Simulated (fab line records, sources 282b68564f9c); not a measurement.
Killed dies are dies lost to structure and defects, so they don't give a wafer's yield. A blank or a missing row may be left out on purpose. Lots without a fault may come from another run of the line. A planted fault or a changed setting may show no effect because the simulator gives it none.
fab line records | flow rit_cmos
record lots=14 wafers=42 last_day=19
route steps=202 shown PWELL@48 GATE@95 CONTACT@168 M1@202
lots that met no fault: from a run of the same line without faults
start_h: hours from the record's first day to the start of the lot's first wafer shown | wait_h: hours since the lot's step before | " the same as in the row above | L1.1+2: a row that stands for several wafers | - no value, or no start given | * or withheld: withheld | < > ~ a bound
route shown NAME@n: a module of which the file shows steps, and the number in the route of the first | usual: mean/standard deviation of fault-free wafers | same: alike in all rows | chamber/n: place in a boat | sites: the reading at each site | _std_site: their standard deviation | _edge_site: outer sites' mean less inner sites' | radius_mm: how far each site lies from the wafer's centre | mask NAME#n: copy n | behind: the tool/chamber that last shaped the wafer | hold: why the lot was held/for how many hours/how that ended | device: the transistor (n, p or np) that didn't switch | end of line: the same wafers' tests at the end of the route | a step without rows: its recipe alone | killed: dies lost to structure and defects at the first sort, not the wafer's yield | map: a wafer's dies, x killed, . not, _ none there
set.NAME: the setting as run; set.NAME@STEP: as run at that earlier step | model.NAME: the simulator's own value behind a step, which no gauge read
steps of the route over a sample of lots; a table a step, a row a wafer
services: from which hour (start_h, from the record's first day; less than 0 if before it) a tool's chamber was out of use, for how many hours, and why
## steps
# step RIT_PWELL_STRIP_09
# recipe chemistry=O2 time_s=180 resist=NOVOLAK platen_temp_c=withheld power_w=500 pressure_mtorr=4000 o2_flow_sccm=4000
# usual drypump_motor_current_A=6.1/0.4
# columns lot.wafer tool chamber start_h wait_h drypump_motor_current_A rf_hours_counter_h
L520.1 plasma_asher-03 1 24.21 0.1 6.3 39
L520.2 " 0 " " 6.8 39
L520.5 " 0 " " 6.8 -
L521.1 plasma_asher-02 0 28.13 0.1 5.6 33
L521.3 " 1 " " 5.8 -
L521.4 " 0 " " 5.7 -
L523.1 plasma_asher-01 1 39.35 0.1 6.4 42
L523.2 " 0 " " 5.6 42
L523.6 " 1 " " 6.4 -
L525.1 plasma_asher-01 0 48.53 0.1 5.7 43
L525.4 " 0 " " 5.6 -
L525.5 " 0 " " 5.6 -
L528.1 plasma_asher-01 1 68.02 0.1 6.4 45
L528.4 " 1 " " 6.4 -
L528.5 " 1 " " 6.4 -
L529.1 plasma_asher-01 0 73.04 0.1 5.6 46
L529.2 " 1 " " 6.4 46
L529.4 " 0 " " 5.7 -
L531.3 plasma_asher-02 1 81.26 0.1 5.8 -
L531.4 " 0 " " 5.6 -
L531.5 " 1 " " 5.9 -
L534.2 plasma_asher-03 0 96.89 0.1 6.8 46
L534.4 " 0 " " 6.8 -
L534.5 " 0 " " 6.7 -
L535.2 plasma_asher-03 0 103.93 0.1 6.7 47
L535.4 " 0 " " 6.7 -
L535.6 " 0 " " 6.8 -
L536.2 plasma_asher-03 1 109.25 0.2 6.3 48
L536.3 " 0 " " 6.8 -
L536.4 " 1 " " 6.3 -
L537.1 plasma_asher-02 0 109.68 0.1 5.7 41
L537.2 " 1 " " 5.8 41
L537.3 " 1 " " 5.9 -
L541.2 plasma_asher-01 1 130.21 0.1 6.3 1
L541.3 " 1 " " 6.4 -
L541.6 " 1 " " 6.4 -
L542.2 plasma_asher-01 1 135.07 0.1 6.4 2
L542.4 " 1 " " 6.4 -
L542.5 " 1 " " 6.4 -
L543.2 plasma_asher-01 1 138.39 0.1 6.4 2
L543.5 " 1 " " 6.4 -
L543.6 " 0 " " 5.6 -
# step RIT_GATE_ETCH_19
# recipe chemistry=SF6/CHF3/O2 time_s=165 SF6_flow_sccm=30 CHF3_flow_sccm=30 O2_flow_sccm=5 target=poly-Si pressure_mtorr=40 rf_w=160 target_depth_a=3125 over_etch_frac=0.25 stop_on=SiO2
# usual drypump_motor_current_A=5.41/0.29 oes_product_au=0.846/0.015 throttle_valve_pct=10.19/0.15
# columns lot.wafer tool chamber start_h wait_h drypump_motor_current_A oes_product_au rf_hours_counter_h throttle_valve_pct
L520.1 rie_si-02 1 38.36 0.1 5.03 0.843 134 10.17
L520.2 " 3 " " 5.75 0.845 43 10.06
L520.5 " 3 " " 5.77 0.848 - 10.05
L521.1 rie_si-01 3 41.93 0.1 5.17 0.835 96 9.92
L521.3 " 1 " " 5.54 0.835 3 10.30
L521.4 " 0 " " 5.58 0.850 163 10.46
L523.1 rie_si-01 2 57.98 0.1 5.14 0.857 49 10.23
L523.2 " 3 " " 5.21 0.847 96 9.92
L523.6 " 1 " " 5.55 0.828 - 10.30
L525.1 rie_si-01 3 69.16 0.1 5.21 0.833 96 9.93
L525.4 " 0 " " 5.54 0.836 - 10.46
L525.5 " 2 " " 5.16 0.851 - 10.22
L528.1 rie_si-02 0 82.39 0.1 5.19 0.859 74 10.16
L528.4 " 2 " " 5.85 0.830 134 10.17
L528.5 " 0 " " 5.19 0.857 - 10.16
L529.1 rie_si-01 2 94.92 0.1 5.14 0.845 49 10.24
L529.2 " 3 " " 5.18 0.832 96 9.92
L529.4 " 0 " " 5.53 0.855 0 10.47
L531.3 rie_si-01 3 96.85 0.1 5.24 0.849 96 9.92
L531.4 " 0 " " 5.55 0.865 0 10.46
L531.5 " 0 " " 5.56 0.858 - 10.46
L534.2 rie_si-02 0 116.75 0.1 5.19 0.869 74 10.16
L534.4 " 3 " " 5.84 0.856 44 10.03
L534.5 " 2 " " 5.83 0.856 - 10.15
L535.2 rie_si-01 2 120.12 0.1 5.15 0.861 49 10.22
L535.4 " 1 " " 5.53 0.830 3 10.29
L535.6 " 2 " " 5.15 0.873 - 10.21
L536.2 rie_si-02 2 127.16 0.1 5.84 0.834 134 10.19
L536.3 " 3 " " 5.83 0.853 44 10.05
L536.4 " 1 " " 5.01 0.856 135 10.17
L537.1 rie_si-01 3 127.40 0.1 5.24 0.822 96 9.91
L537.2 " 2 " " 5.15 0.847 49 10.23
L537.3 " 0 " " 5.55 0.843 1 10.47
L541.2 rie_si-01 3 148.15 0.1 5.23 0.835 97 9.92
L541.3 " 0 " " 5.52 0.853 1 10.48
L541.6 " 2 " " 5.13 0.858 - 10.23
L543.2 rie_si-02 0 153.35 0.1 5.21 0.875 74 10.16
L543.5 " 0 " " 5.22 0.884 - 10.17
L543.6 " 1 " " 4.98 0.845 - 10.18
L542.2 rie_si-01 1 427.68 0.1 5.55 0.814 7 10.28
L542.4 " 2 " " 5.15 0.841 52 10.23
L542.5 " 1 " " 5.53 0.835 - 10.29
# step RIT_CONTACT_CVD_00
# recipe material=SiO2 target_thk_nm=400 precursor=TEOS temp_c=390 time_s=61 rf_w=400
# usual heater_power_w=326/56
# columns lot.wafer tool chamber start_h wait_h heater_power_w
L520.1 pecvd-03 1 52.07 0.1 416
L520.2 " 0 " " 293
L520.5 " 1 " " 434
L521.1 pecvd-02 1 55.48 0.1 299
L521.3 " 0 " " 368
L521.4 " 0 " " 385
L523.1 pecvd-03 0 74.86 0.1 252
L523.2 " 2 " " 307
L523.6 " 2 " " 321
L525.1 pecvd-01 1 83.21 0.1 319
L525.4 " 1 " " 339
L525.5 " 2 " " 359
L528.1 pecvd-01 1 96.93 0.1 353
L528.4 " 0 " " 241
L528.5 " 2 " " 312
L529.1 pecvd-03 1 111.75 0.1 375
L529.2 " 2 " " 310
L529.4 " 0 " " 338
L531.3 pecvd-01 1 113.43 0.0 344
L531.4 " 2 " " 338
L531.5 " 1 " " 355
L534.2 pecvd-01 1 131.12 0.0 318
L534.4 " 1 " " 324
L534.5 " 2 " " 398
L535.2 pecvd-02 0 134.19 0.0 306
L535.4 " 0 " " 330
L535.6 " 1 " " 317
L536.2 pecvd-03 2 142.11 0.0 253
L536.3 " 0 " " 302
L536.4 " 2 " " 267
L537.1 pecvd-01 1 142.35 0.1 339
L537.2 " 2 " " 409
L537.3 " 0 " " 267
L541.2 pecvd-02 2 161.68 0.0 343
L541.3 " 1 " " 269
L541.6 " 0 " " 324
L543.2 pecvd-03 1 167.11 0.1 446
L543.5 " 1 " " 346
L543.6 " 0 " " 311
L542.2 pecvd-03 0 442.98 0.0 255
L542.4 " 0 " " 271
L542.5 " 1 " " 428
# step RIT_CONTACT_THK_MEAS_01
# recipe reads=SiO2_of_CONTACT_CVD_00
# usual CONTACT_TEOS_THK=400/5.5
# columns lot.wafer tool chamber start_h wait_h CONTACT_TEOS_THK[nm]
L520.1 film_metro-04 - 52.12 0.0 388
L520.2 " - " " 400
L520.5 " - " " 399
L521.1 film_metro-02 - 55.54 0.0 398
L521.3 " - " " 392
L521.4 " - " " 402
L523.1 film_metro-02 - 74.91 0.0 396
L523.2 " - " " 393
L523.6 " - " " 400
L525.1 film_metro-04 - 83.26 0.0 392
L525.4 " - " " 398
L525.5 " - " " 401
L528.1 film_metro-04 - 96.98 0.0 391
L528.4 " - " " 410
L528.5 " - " " 399
L529.1 film_metro-04 - 111.80 0.0 397
L529.2 " - " " 397
L529.4 " - " " 407
L531.3 film_metro-01 - 113.50 0.0 394
L531.4 " - " " 402
L531.5 " - " " 393
L534.2 film_metro-02 - 131.18 0.0 393
L534.4 " - " " 396
L534.5 " - " " 314
L535.2 film_metro-04 - 134.25 0.0 396
L535.4 " - " " 401
L535.6 " - " " 405
L536.2 film_metro-04 - 142.17 0.0 395
L536.3 " - " " 404
L536.4 " - " " 400
L537.1 film_metro-01 - 142.40 0.0 393
L537.2 " - " " 310
L537.3 " - " " 402
L541.2 film_metro-01 - 161.74 0.0 404
L541.3 " - " " 404
L541.6 " - " " 406
L543.2 film_metro-01 - 167.20 0.1 397
L543.5 " - " " 402
L543.6 " - " " 415
L542.2 film_metro-01 - 443.07 0.1 398
L542.4 " - " " 403
L542.5 " - " " 398
# step RIT_CONTACT_CD_MEAS_08
# recipe target_cd_nm=1000
# usual cd_nm=1000.4/2.5
# columns lot.wafer tool chamber start_h wait_h cd_nm
L520.1 cd_sem-01 - 53.27 - 999.9
L520.2 " - " " 1001.3
L520.5 " - " " 999.9
L521.1 cd_sem-01 - 56.69 - 999.4
L521.3 " - " " 998.6
L521.4 " - " " 998.8
L523.1 cd_sem-01 - 76.12 - 997.2
L523.2 " - " " 996.4
L523.6 " - " " 1001.0
L525.1 cd_sem-01 - 84.48 - 998.8
L525.4 " - " " 998.6
L525.5 " - " " 1001.1
L528.1 cd_sem-02 - 98.14 - 995.2
L528.4 " - " " 999.3
L528.5 " - " " 997.8
L529.1 cd_sem-01 - 112.95 - 1002.4
L529.2 " - " " 1001.3
L529.4 " - " " 1004.4
L531.3 cd_sem-01 - 114.79 - 1002.9
L531.4 " - " " 1004.9
L531.5 " - " " 1002.7
L534.2 cd_sem-01 - 132.35 - 1001.3
L534.4 " - " " 1000.1
L534.5 " - " " 1001.3
L535.2 cd_sem-01 - 135.41 - 1002.1
L535.4 " - " " 999.4
L535.6 " - " " 999.3
L536.2 cd_sem-02 - 143.33 - 1000.3
L536.3 " - " " 1000.4
L536.4 " - " " 1000.5
L537.1 cd_sem-01 - 143.55 - 996.6
L537.2 " - " " 996.6
L537.3 " - " " 998.1
L541.2 cd_sem-02 - 162.90 - 1001.2
L541.3 " - " " 1000.3
L541.6 " - " " 1002.3
L543.2 cd_sem-01 - 168.23 - 1002.6
L543.5 " - " " 998.8
L543.6 " - " " 1001.8
L542.2 cd_sem-02 - 444.57 - 1000.8
L542.4 " - " " 1002.7
L542.5 " - " " 1000.2
# step RIT_M1_PROBE_99
# usual killed_at_contacts=0.1/0.27 killed_at_front_end=6/3 killed_dies=7/3 killed_open=3.1/2 killed_short=3.4/2
# same gross_dies=264 killed_at_M0_to_M3=0 killed_at_M4_up=0 killed_at_back_side=0 killed_at_other=0
# columns lot.wafer tool chamber start_h wait_h killed_at_contacts killed_at_front_end killed_dies killed_open killed_short
L521.1 prober-02 - 62.15 0.1 0 10 10 5 5
L521.3 prober-02 - 62.25 0.2 0 3 3 1 2
L521.4 prober-02 - 62.30 0.2 0 6 6 3 3
L528.1 prober-01 - 103.33 0.1 0 7 7 4 3
L528.4 prober-01 - 103.48 0.2 0 8 8 3 5
L528.5 prober-01 - 103.53 0.2 0 8 8 3 5
L529.1 prober-02 - 118.97 0.1 0 2 2 1 1
L529.2 prober-02 - 119.02 0.1 0 5 5 3 2
L529.4 prober-02 - 119.12 0.2 0 5 5 1 4
L531.3 prober-02 - 120.57 0.2 0 6 6 3 3
L531.4 prober-02 - 120.62 0.2 0 10 10 5 5
L531.5 prober-02 - 120.67 0.2 0 10 10 5 5
L534.2 prober-01 - 137.77 0.1 0 8 8 0 8
L534.4 prober-01 - 137.87 0.2 0 15 15 6 9
L534.5 prober-01 - 137.92 0.2 0 9 9 3 6
L536.2 prober-02 - 150.40 0.1 0 2 2 1 1
L536.3 prober-02 - 150.45 0.2 0 7 7 4 3
L536.4 prober-02 - 150.50 0.2 0 4 4 2 2
# killed by level:class
L521.1 FOX1:geometric_particle:short=2 FOX1:geometric_particle:open=2 FOX2:geometric_particle:open=1 GATE:geometric_particle:short=1 GATE:geometric_particle:open=1 SPACER:geometric_particle:open=1 SPACER:geometric_particle:short=1 SILICIDE:geometric_particle:short=1
L521.3 FOX1:geometric_particle:open=1 GATE:geometric_particle:short=1 SILICIDE:geometric_particle:short=1
L521.4 FOX1:geometric_particle:open=2 FOX1:geometric_particle:short=1 GATE:geometric_particle:short=1 GATE:geometric_particle:open=1 SILICIDE:geometric_particle:short=1
L528.1 GATE:geometric_particle:open=3 SPACER:geometric_particle:short=2 FOX2:geometric_particle:short=1 SPACER:geometric_particle:open=1
L528.4 FOX2:geometric_particle:short=2 SPACER:geometric_particle:short=2 FOX2:geometric_particle:open=1 GATE:geometric_particle:short=1 REOX:geometric_particle:open=1 SPACER:geometric_particle:open=1
L528.5 FOX1:geometric_particle:short=1 FOX2:geometric_particle:short=1 GATE:geometric_particle:short=1 GATE:geometric_particle:open=1 SPACER:geometric_particle:short=1 SPACER:geometric_particle:open=1 SILICIDE:geometric_particle:open=1 SILICIDE:geometric_particle:short=1
L529.1 GATE:geometric_particle:short=1 SILICIDE:geometric_particle:open=1
L529.2 GATE:geometric_particle:short=1 GATE:geometric_particle:open=1 REOX:geometric_particle:short=1 REOX:geometric_particle:open=1 SILICIDE:geometric_particle:open=1
L529.4 GATE:geometric_particle:short=4 FOX1:geometric_particle:open=1
L531.3 FOX2:geometric_particle:open=2 FOX1:geometric_particle:open=1 FOX1:geometric_particle:short=1 FOX2:geometric_particle:short=1 GATE:geometric_particle:short=1
L531.4 GATE:geometric_particle:open=3 FOX2:geometric_particle:short=2 FOX1:geometric_particle:open=1 FOX1:geometric_particle:short=1 FOX2:geometric_particle:open=1 GATE:geometric_particle:short=1 SILICIDE:geometric_particle:short=1
L531.5 GATE:geometric_particle:short=3 FOX2:geometric_particle:open=2 GATE:geometric_particle:open=2 FOX1:geometric_particle:short=1 REOX:geometric_particle:open=1 SILICIDE:geometric_particle:short=1
L534.2 FOX1:geometric_particle:short=3 GATE:geometric_particle:short=3 FOX2:geometric_particle:short=1 REOX:geometric_particle:short=1
L534.4 GATE:geometric_particle:short=6 FOX1:geometric_particle:open=2 REOX:geometric_particle:open=2 FOX2:geometric_particle:short=1 GATE:geometric_particle:open=1 SPACER:geometric_particle:short=1 SPACER:geometric_particle:open=1 SILICIDE:geometric_particle:short=1
L534.5 FOX1:geometric_particle:short=3 FOX1:geometric_particle:open=2 GATE:geometric_particle:open=1 GATE:geometric_particle:short=1 REOX:geometric_particle:short=1 SPACER:geometric_particle:short=1
L536.2 GATE:geometric_particle:short=1 SPACER:geometric_particle:open=1
L536.3 GATE:geometric_particle:open=2 SPACER:geometric_particle:open=2 FOX1:geometric_particle:short=1 GATE:geometric_particle:short=1 SILICIDE:geometric_particle:short=1
L536.4 FOX1:geometric_particle:open=1 FOX1:geometric_particle:short=1 GATE:geometric_particle:short=1 GATE:geometric_particle:open=1
## services
# columns tool chamber start_h hours kind
plasma_asher-01 - 15.18 0.6 repair
pecvd-03 - 24.65 0.7 repair
rie_si-01 - 25.78 0.3 repair
rie_si-01 - 49.12 2.8 pm
rie_si-01 1 66.05 4.9 repair
rie_si-01 1 81.71 7.6 repair
plasma_asher-01 - 108.75 9.0 pm
rie_si-01 1 124.42 5.7 repair
pecvd-03 - 133.40 1.8 repair
pecvd-03 2 159.42 8.5 repair
rie_si-02 - 173.88 14.6 pm
pecvd-03 2 197.78 16.6 repair
pecvd-03 1 214.86 2.2 repair
plasma_asher-01 - 260.83 2.8 pm
plasma_asher-01 - 279.26 0.9 repair
pecvd-03 1 325.98 4.6 repair
rie_si-02 0 329.60 7.8 repair
rie_si-02 - 340.57 2.0 repair
pecvd-01 - 354.26 6.0 pm
pecvd-03 0 358.16 3.6 repair
pecvd-03 - 419.35 0.5 repair
pecvd-03 0 419.71 7.8 repair
plasma_asher-01 - 435.30 0.8 repair
pecvd-03 2 438.62 5.3 repair
## key
first_sign step=RIT_CONTACT_THK_MEAS_01 reading=CONTACT_TEOS_THK direction=down sigmas=16 usual=400 struck=312
effect none on later readings
met_at RIT_CONTACT_CVD_00
struck_lots L534,L537
struck_wafers L534.5,L537.2
tester_left_out L534,L537
not_acting_at RIT_PWELL_STRIP_09,RIT_GATE_ETCH_19,RIT_CONTACT_CD_MEAS_08
onset_between 113.43 131.12
fault kind=process_parameter_drift tool=pecvd-01 chamber=2 onset_h=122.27 steps=RIT_CONTACT_CVD_00 channel=target_thk_nm offset=-85.105 shape=step end_h=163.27 stated=400
# tester_left_out: of these lots the tester's yield and bins aren't shown, on N5 and GAA mostly nor the transistor test; their killed dies are dies lost to structure and defects alone, not to doping, threshold or leakage, so they don't give the yield
